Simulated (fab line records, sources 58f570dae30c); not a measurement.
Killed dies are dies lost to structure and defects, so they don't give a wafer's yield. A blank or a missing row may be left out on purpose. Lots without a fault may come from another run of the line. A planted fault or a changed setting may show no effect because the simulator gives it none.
A struck lot beside a sound one | flow berkeley_cmos170 | 16 steps out of a route of 331
Sound: wafers L778.2, L778.4, L778.6. Struck: wafers L788.2, L788.3, L788.5. The cause comes at the end.
At each step with rows: each side's tool, then ch and its chambers, then its first start. Under that, the readings that differ: sound wafers | struck wafers | difference of the means | sigmas: that difference in standard deviations of wafers without a fault.
alike: readings whose means differ by less than 2 such deviations, and words and numbers that are the same on both sides. not compared: withheld readings, readings that some wafer has no value for, bounds like >300 that may hide the same value, and numbers for which the record gives no deviation and whose values overlap.
The two part at a step that has a row with sigmas, a row that says differs or no value, or rows on one side only. Numbers that don't overlap but have no deviation are shown without sigmas and don't part them. A reading that every wafer of one side lacks parts them only if that side has two wafers or more.

UCB170_ACTIVE_THK_MEAS_03:
  sound on film_metro-04, day 4 03:38; struck on film_metro-03, day 6 03:18
  alike: ACTIVE_OXIDE_THK
then, 2 steps without rows for these wafers: UCB170_ACTIVE_ANNEAL_04 (time 900 s); UCB170_ACTIVE_CVD_05 (deposits Si3N4 from SiH2Cl2/NH3, target thk 220 nm, time 3300 s).
UCB170_ACTIVE_THK_MEAS_06:
  sound on film_metro-02, day 4 11:04; struck on film_metro-02, day 6 08:07
  alike: ACTIVE_NITRIDE_THK
then, 6 steps without rows for these wafers: UCB170_ACTIVE_HMDS_07 (prime time 60 s); UCB170_ACTIVE_COAT_08 (resist thk 900 nm); UCB170_ACTIVE_SOFTBAKE_09 (time 60 s); UCB170_ACTIVE_EXPOSE_10 (exposes mask ACTIVE, target cd 1200 nm); UCB170_ACTIVE_PEB_11; UCB170_ACTIVE_DEVELOP_12 (develop time 45 s).
UCB170_ACTIVE_CD_MEAS_13: target cd 1200 nm.
  sound on cd_sem-02, day 4 12:24; struck on cd_sem-01, day 6 09:48
  alike: cd_nm
UCB170_ACTIVE_OVL_MEAS_14:
  sound on overlay-02, day 4 12:31; struck on overlay-02, day 6 09:54
  alike: ACTIVE_OVL
UCB170_ACTIVE_ETCH_15: etches Si3N4 in CH3F/Ar/O2, stops on SiO2, target depth 242 nm, time 151 s.
  sound on rie_diel-04 ch 0,1,2, day 4 12:32; struck on rie_diel-01 ch 0,2, day 6 09:56
  reading                                       | sound             | struck            | difference | sigmas
  oes_product_au (a.u.)                         | 0.952 0.948 0.945 | 0.804 0.827 0.803 | -0.137     | -9
  model.KrF_of_ACTIVE_COAT_08.thk_nm (nm)       | 730.1 722.6 722.4 | 766.4 766.3 767.2 | +41.6      |
  model.etch.depth_nm (nm)                      | 220 220.9 220.5   | 176.2 178.9 175.8 | -43.5      |
  model.SiO2_of_ACTIVE_OXIDATION_02.thk_nm (nm) | 23.02 22.06 23.16 | 23.86 24.26 24.02 | +1.30      |
  alike: drypump_motor_current_A, throttle_valve_pct
  not compared: rf_hours_counter_h
UCB170_ACTIVE_STRIP_16: strips in O2.
  sound on plasma_asher-04 ch 0,1, day 4 12:38; struck on plasma_asher-01 ch 0,1, day 6 10:02
  reading                      | sound             | struck            | difference | sigmas
  strip_time_to_endpoint_s (s) | 18.23 18.05 18.03 | 19.08 19.09 19.10 | +0.99      | +11
  alike: drypump_motor_current_A, oes_product_au
  not compared: rf_hours_counter_h
UCB170_ACTIVE_CD_MEAS_90: target cd 1200 nm.
  sound on cd_sem-02, day 4 12:46; struck on cd_sem-02, day 6 10:09
  alike: cd_nm
-- the record jumps here: 4 days lie between the struck wafers' starts before and after (it left off in module ACTIVE and takes up again in module M3, whose first step shown is number 331 of the route) --
UCB170_M3_PROBE_99:
  the record has rows for the struck wafers here (prober-02, day 10 01:42) and none for the sound ones

WHERE THEY PART
First at UCB170_ACTIVE_ETCH_15; last, within this record, at UCB170_M3_PROBE_99.

WHY: what the simulator had put in
Process parameter drift: rie_diel-01, from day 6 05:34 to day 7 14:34, at UCB170_ACTIVE_ETCH_15. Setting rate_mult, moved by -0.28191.
